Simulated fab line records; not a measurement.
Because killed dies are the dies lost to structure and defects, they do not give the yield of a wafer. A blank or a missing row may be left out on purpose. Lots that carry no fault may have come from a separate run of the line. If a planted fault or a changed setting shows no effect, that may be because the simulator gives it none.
What tool caused it? :: flow berkeley cmos170 :: 21 wafers from 7 lots sampled at 2 of the route's 331 steps

## WHAT THE GAUGES READ, wafer by wafer
UCB170_V1_THK_MEAS_04.
lot: L647
measured: day 8 20:56
on: film metro-01
V1_POLISHED_THK (nm): 999.9 1000.1 1000.5

lot: L645
measured: day 8 23:37
on: film metro-02
V1_POLISHED_THK (nm): 999.2 1000.9 996.4

lot: L652
measured: day 10 01:07
on: film metro-01
V1_POLISHED_THK (nm): 1001.5 1002.5 1001.5

lot: L654
measured: day 10 02:44
on: film metro-01
V1_POLISHED_THK (nm): 1000.1 1000.2 996.7

lot: L656
measured: day 11 01:52
on: film metro-01
V1_POLISHED_THK (nm): 1001.2 998.8 1001.3

lot: L661
measured: day 12 00:45
on: film metro-01
V1_POLISHED_THK (nm): 997.7 995.0 998.4

lot: L666
measured: day 13 01:40
on: film metro-04
V1_POLISHED_THK (nm): 997.9 999.6 999.1

## WHAT TOOL EACH LOT RAN ON (gives the tool, then ch and the chambers of the sampled wafers, and finally the start)
lot: L647
UCB170_NSD_STRIP_09: plasma asher-03 ch 0,1, day 8 10:02

lot: L645
UCB170_NSD_STRIP_09: plasma asher-01 ch 0,1, day 8 10:26

lot: L652
UCB170_NSD_STRIP_09: plasma asher-01 ch 0,1, day 9 12:22

lot: L654
UCB170_NSD_STRIP_09: plasma asher-01 ch 0, day 9 12:47

lot: L656
UCB170_NSD_STRIP_09: plasma asher-01 ch 0,1, day 10 13:48

lot: L661
UCB170_NSD_STRIP_09: plasma asher-02 ch 0, day 11 10:55

lot: L666
UCB170_NSD_STRIP_09: plasma asher-01 ch 0,1, day 12 15:03
- UCB170_NSD_STRIP_09: strips in O2.

## THE ANSWER, worked out from the rows above alone
Rule: the lots themselves supply what counts as usual. Put in order of their means at a reading, lots are off if they are a third of the lots or fewer, leave a main group of 4 or more, and stand apart from it by a gap of 3 or more times the standard deviation of the main group's means; of several such gaps the widest counts. A main group is skipped when, at the precision printed for the reading in the tables above, its means are all equal. A lot without any number at a reading at which 4 lots or more have one is off too. Any other lot the step has rows for is counted as sound.
No lot is off on any of the readings shown, so nothing can be concluded from this.

## WHAT HAD BEEN PUT IN BY THE SIMULATOR
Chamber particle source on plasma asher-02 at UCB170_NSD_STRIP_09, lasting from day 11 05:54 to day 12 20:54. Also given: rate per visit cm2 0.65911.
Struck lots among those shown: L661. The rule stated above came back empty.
